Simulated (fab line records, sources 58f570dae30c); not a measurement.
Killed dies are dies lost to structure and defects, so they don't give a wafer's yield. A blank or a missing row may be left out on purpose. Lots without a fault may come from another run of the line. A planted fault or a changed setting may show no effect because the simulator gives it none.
Which tool did it? | flow berkeley_cmos170 | 14 lots, 42 wafers sampled, at 6 steps of a route of 331

WHAT THE GAUGES READ, wafer by wafer
UCB170_START_BOW_MEAS_00.
lot  | measured    | on            | INCOMING_BOW (um)
L576 | day 1 10:01 | film_metro-03 | 1 -4 5
L578 | day 1 20:00 | film_metro-04 | 4 -2 -4
L580 | day 2 06:01 | film_metro-01 | 15 1 0
L581 | day 2 11:00 | film_metro-03 | -10 3 1
L582 | day 2 16:01 | film_metro-01 | -1 2 -7
L584 | day 3 02:00 | film_metro-03 | 2 4 5
L585 | day 3 07:04 | film_metro-03 | 0 -12 -4
L586 | day 3 12:00 | film_metro-03 | 4 -5 6
L588 | day 3 22:00 | film_metro-01 | 1 7 -4
L589 | day 4 03:01 | film_metro-01 | -2 -1 -3
L593 | day 4 23:01 | film_metro-01 | 0 -10 -9
L594 | day 5 04:00 | film_metro-01 | 0 1 -11
L595 | day 5 09:00 | film_metro-03 | -1 -5 5
L598 | day 6 00:00 | film_metro-03 | -1 8 -3

UCB170_NWELL_THK_MEAS_05.
lot  | measured    | on            | NWELL_NITRIDE_THK (nm)
L576 | day 2 08:35 | film_metro-01 | 226.9 226.6 224.8
L578 | day 2 21:58 | film_metro-02 | 222.5 223.0 222.6
L580 | day 3 03:09 | film_metro-01 | 222.0 223.2 220.3
L581 | day 3 15:14 | film_metro-02 | 222.8 220.6 220.8
L582 | day 3 15:15 | film_metro-01 | 223.5 222.7 224.1
L584 | day 3 19:03 | film_metro-02 | 226.7 226.4 227.6
L585 | day 4 00:27 | film_metro-02 | 226.4 224.9 224.4
L586 | day 4 03:17 | film_metro-02 | 224.1 223.4 224.6
L588 | day 4 15:32 | film_metro-02 | 224.5 224.5 225.6
L589 | day 4 23:48 | film_metro-01 | 222.8 224.4 223.7
L593 | day 5 20:07 | film_metro-04 | 228.6 229.4 228.6
L594 | day 6 02:42 | film_metro-04 | 91.4 90.6 89.1
L595 | day 6 10:33 | film_metro-02 | 95.8 93.1 94.2
L598 | day 6 23:11 | film_metro-04 | 223.6 225.9 225.7

UCB170_PWELL_THK_MEAS_03.
lot  | measured    | on            | PWELL_OXIDE_THK (nm)
L576 | day 2 18:26 | film_metro-04 | 27.3 26.5 27.2
L578 | day 3 10:13 | film_metro-03 | 26.3 27.1 26.7
L580 | day 3 14:55 | film_metro-03 | 26.5 26.3 26.7
L581 | day 4 03:59 | film_metro-02 | 26.8 25.7 26.1
L582 | day 4 04:00 | film_metro-03 | 26.5 26.3 26.8
L584 | day 4 06:50 | film_metro-03 | 26.4 26.9 26.3
L585 | day 4 13:19 | film_metro-02 | 27.2 27.3 27.5
L586 | day 4 13:17 | film_metro-04 | 25.9 25.5 25.4
L588 | day 5 02:14 | film_metro-02 | 26.8 26.9 26.7
L589 | day 5 10:16 | film_metro-03 | 25.7 25.5 25.7
L593 | day 6 05:01 | film_metro-04 | 25.4 25.0 25.5
L594 | day 6 15:21 | film_metro-03 | 26.7 26.7 26.3
L595 | day 6 21:44 | film_metro-04 | 26.1 26.2 26.0
L598 | day 7 08:55 | film_metro-04 | 26.1 25.9 25.9

UCB170_ACTIVE_CD_MEAS_13: target cd 1200 nm.
lot  | measured    | on        | cd_nm (nm)
L576 | day 3 23:28 | cd_sem-02 | 1203.0 1202.1 1203.0
L578 | day 4 21:08 | cd_sem-02 | 1201.7 1200.0 1199.7
L580 | day 5 03:13 | cd_sem-02 | 1198.8 1197.3 1197.9
L581 | day 5 18:48 | cd_sem-01 | 1199.2 1198.9 1199.6
L582 | day 5 11:48 | cd_sem-02 | 1198.4 1198.9 1198.0
L584 | day 5 18:01 | cd_sem-02 | 1198.9 1197.6 1199.2
L585 | day 6 00:15 | cd_sem-02 | 1201.1 1199.1 1200.7
L586 | day 5 23:55 | cd_sem-01 | 1197.8 1198.4 1197.9
L588 | day 6 20:27 | cd_sem-02 | 1199.5 1198.6 1200.0
L589 | day 7 03:58 | cd_sem-02 | 1199.6 1199.5 1199.5
L593 | day 7 15:14 | cd_sem-01 | 1200.9 1200.2 1201.6
L594 | day 8 01:10 | cd_sem-02 | 1200.0 1200.7 1201.6
L595 | day 8 04:52 | cd_sem-02 | 1201.7 1202.1 1201.1
L598 | day 8 17:38 | cd_sem-01 | 1200.5 1201.0 1202.2

WHICH TOOL RAN EACH LOT (tool, then ch and the chambers of the sampled wafers, then the start)
lot  | UCB170_NWELL_CVD_04        | UCB170_NWELL_ETCH_13
L576 | lpcvd-02 ch 0, day 2 06:38 | rie_diel-02 ch 0,1,3, day 2 09:50
L578 | lpcvd-02 ch 0, day 2 20:02 | rie_diel-04 ch 0,1,2, day 2 22:54
L580 | lpcvd-01 ch 0, day 3 01:12 | rie_diel-01 ch 1,2,3, day 3 04:04
L581 | lpcvd-02 ch 1, day 3 13:19 | rie_diel-04 ch 0,2,3, day 3 16:43
L582 | lpcvd-02 ch 0, day 3 13:19 | rie_diel-01 ch 1,2,3, day 3 16:34
L584 | lpcvd-02 ch 0, day 3 17:07 | rie_diel-02 ch 0,1,2, day 3 20:37
L585 | lpcvd-02 ch 0, day 3 22:28 | rie_diel-02 ch 0,2,3, day 4 01:33
L586 | lpcvd-01 ch 1, day 4 01:22 | rie_diel-02 ch 0,1,2, day 4 04:29
L588 | lpcvd-01 ch 1, day 4 13:36 | rie_diel-02 ch 2,3, day 4 16:47
L589 | lpcvd-02 ch 1, day 4 21:52 | rie_diel-02 ch 0,2,3, day 5 01:04
L593 | lpcvd-01 ch 1, day 5 18:10 | rie_diel-04 ch 1,2, day 5 21:38
L594 | lpcvd-02 ch 0, day 6 00:46 | rie_diel-01 ch 0,1,3, day 6 03:42
L595 | lpcvd-02 ch 1, day 6 08:37 | rie_diel-02 ch 1,2,3, day 6 12:00
L598 | lpcvd-01 ch 1, day 6 21:15 | rie_diel-01 ch 0,1, day 7 00:07
- UCB170_NWELL_CVD_04: deposits Si3N4 from SiH2Cl2/NH3, target thk 224 nm, time 3360 s.
- UCB170_NWELL_ETCH_13: etches Si3N4 in CH3F/Ar/O2, stops on SiO2, target depth 246.4 nm, time 154 s.

WHAT THE TOOLS THEMSELVES READ (means of the sampled wafers that have a number; where no wafer has one, the mark that the record gives instead)
UCB170_NWELL_ETCH_13.
lot  | tool        | drypump_motor_current_A (A) | mfc_ar_sccm (sccm) | oes_product_au (a.u.) | throttle_valve_pct (%)
L576 | rie_diel-02 | 5.40                        | 50.05              | 0.948                 | 7.99
L578 | rie_diel-04 | 5.70                        | 49.95              | 0.955                 | 8.06
L580 | rie_diel-01 | 5.68                        | 49.92              | 0.931                 | 8.13
L581 | rie_diel-04 | 5.90                        | 49.95              | 0.951                 | 8.04
L582 | rie_diel-01 | 5.67                        | 49.98              | 0.935                 | 8.13
L584 | rie_diel-02 | 5.44                        | 50.02              | 0.954                 | 8.04
L585 | rie_diel-02 | 5.52                        | 49.80              | 0.951                 | 8.06
L586 | rie_diel-02 | 5.41                        | 50.11              | 0.949                 | 8.05
L588 | rie_diel-02 | 5.65                        | 49.92              | 0.941                 | 8.00
L589 | rie_diel-02 | 5.50                        | 49.94              | 0.944                 | 8.06
L593 | rie_diel-04 | 5.96                        | 49.97              | 0.966                 | 7.93
L594 | rie_diel-01 | 5.79                        | 49.89              | 0.607                 | 8.18
L595 | rie_diel-02 | 5.57                        | 49.97              | 0.617                 | 7.96
L598 | rie_diel-01 | 5.71                        | 50.04              | 0.949                 | 8.24

THE ANSWER, worked out from the rows above alone
Rule: what is usual is taken from the lots themselves. Put in order of their means at a reading, lots are off if they are a third of the lots or fewer, leave a main group of 4 or more, and stand apart from it by a gap of 3 or more times the standard deviation of the main group's means; of several such gaps the widest counts. A main group whose means are all the same, to the digits that the tables above print for the reading, isn't used. A lot without any number at a reading at which 4 lots or more have one is off too. The other lots that the step has rows for count as sound. The gauges are gone through in route order, then the tools' own readings, and for those a lot's mean is taken as printed above. The first step at which some lot is off is used, and at that step the reading that is off furthest; a lot without a number counts as furthest.
Off: L594, L595, at UCB170_NWELL_THK_MEAS_05 (NWELL_NITRIDE_THK). The main group: mean 224.5 nm, standard deviation 2.1.
A tool fits if, at a process step before that reading, it ran every lot that is off, and no sound lot after the first of them. The gauges at UCB170_NWELL_THK_MEAS_05 aren't tried: what is off there is off at UCB170_NWELL_ETCH_13 too, on other tools, and a gauge's error can't cause that. One fits: lpcvd-02 at UCB170_NWELL_CVD_04. Its last sound lot is L589 (day 4 21:52), its first lot that is off L594 (day 6 00:46): a fault that began between those two fits.

WHAT THE SIMULATOR HAD PUT IN
Process parameter drift: lpcvd-02, from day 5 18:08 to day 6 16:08, at UCB170_NWELL_CVD_04. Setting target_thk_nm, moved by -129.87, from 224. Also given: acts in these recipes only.
Lots struck among those shown: L594, L595. The rule above found the same.
